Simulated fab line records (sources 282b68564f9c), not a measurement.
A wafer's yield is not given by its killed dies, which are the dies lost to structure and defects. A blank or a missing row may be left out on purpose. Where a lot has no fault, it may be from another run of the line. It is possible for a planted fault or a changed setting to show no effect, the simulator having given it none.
Check of tool commonality	flow rit cmos	Sample size 13 lots and 39 wafers

== THE REASON FOR OPENING IT ==
At RIT_CONTACT_CD_MEAS_08 the reading cd nm is flagged on 1 of 13 lots. Fault-free wafers read 999.4 nm, with a standard deviation of 2.4.
Rule: a lot is flagged when every wafer of it that has a number lies more than 4 standard deviations from that mean, or none has a number. The rest of the lots are taken to be sound.

lot	measured	on	cd nm (nm), wafer by wafer	flag
L499	day 3 09:28	cd sem-01	999.4 996.6 996.8	
L501	day 3 20:58	cd sem-02	1003.7 1001.7 1002.0	
L502	day 4 00:44	cd sem-02	996.5 997.9 997.1	
L503	day 4 04:41	cd sem-01	1000.5 1003.2 1001.2	
L504	day 4 10:10	cd sem-01	1153.7 1152.1 1152.5	FLAGGED
L505	day 4 13:47	cd sem-01	999.2 998.7 997.9	
L514	day 6 11:54	cd sem-01	998.9 1000.7 999.2	
L515	day 6 17:59	cd sem-02	999.4 1002.6 1001.1	
L516	day 6 21:35	cd sem-02	997.3 996.4 999.5	
L517	day 7 04:05	cd sem-01	999.1 998.1 999.2	
L518	day 7 09:24	cd sem-01	999.7 999.1 999.6	
L520	day 7 23:38	cd sem-01	995.9 997.1 997.9	
L521	day 8 03:06	cd sem-02	1000.8 1000.7 1001.0	
Average over the flagged lots: 1152.8 nm; offset from the usual +153.4 nm, equal to +64 standard deviations.

== LOT BY LOT: THE TOOL USED ==
The record holds 1 process step before the reading, out of a route of 202 steps. In each cell: the tool, then ch and the chambers that the sampled wafers went through, then the start.
lot	flag	RIT_CONTACT_EXPOSE_05
L499		iline stepper-02 ch 0, day 3 08:57
L501		iline stepper-02 ch 0, day 3 20:26
L502		iline stepper-01 ch 0, day 4 00:13
L503		iline stepper-01 ch 0, day 4 04:10
L504	FLAGGED	iline stepper-02 ch 0, day 4 09:37
L505		iline stepper-01 ch 0, day 4 13:16
L514		iline stepper-02 ch 0, day 6 11:23
L515		iline stepper-02 ch 0, day 6 17:28
L516		iline stepper-02 ch 0, day 6 21:04
L517		iline stepper-02 ch 0, day 7 03:35
L518		iline stepper-01 ch 0, day 7 08:53
L520		iline stepper-02 ch 0, day 7 23:02
L521		iline stepper-02 ch 0, day 8 02:35
What the steps here do:
- RIT_CONTACT_EXPOSE_05: exposes mask M11, target cd 1000 nm.
- RIT_CONTACT_CD_MEAS_08: target cd 1000 nm.

== FLAGGED AGAINST TOTAL, ONE TOOL AT A TIME (gauges that did the reading follow at the end) ==
step	tool	lots run	flagged	share of the flagged lots	sound lots run after its first flagged lot
RIT_CONTACT_EXPOSE_05	iline stepper-01	4	0	none	-
RIT_CONTACT_EXPOSE_05	iline stepper-02	9	1	all	6 (L514,L515,L516,L517,L520,L521)
RIT_CONTACT_CD_MEAS_08	cd sem-01	8	1	all	5 (L505,L514,L517,L518,L520)
RIT_CONTACT_CD_MEAS_08	cd sem-02	5	0	none	-

== WHAT THE TABLE PERMITS ==
Rows of the table that ran all the flagged lots, 2 in number: iline stepper-02 at RIT_CONTACT_EXPOSE_05; cd sem-01 at RIT_CONTACT_CD_MEAS_08.
- iline stepper-02 at RIT_CONTACT_EXPOSE_05: 1 of its 9 lots flagged. Sound lots ran on it after the first flagged one (L514, L515, L516, L517, L520, L521), which a lasting fault on the whole tool wouldn't allow.
- cd sem-01 at RIT_CONTACT_CD_MEAS_08: 1 of its 8 lots flagged. Sound lots ran on it after the first flagged one (L505, L514, L517, L518, L520), which a lasting fault on the whole tool wouldn't allow.
No row of the table ran every flagged lot and no sound lot after the first.

== WHAT WAS PUT IN BY THE SIMULATOR ==
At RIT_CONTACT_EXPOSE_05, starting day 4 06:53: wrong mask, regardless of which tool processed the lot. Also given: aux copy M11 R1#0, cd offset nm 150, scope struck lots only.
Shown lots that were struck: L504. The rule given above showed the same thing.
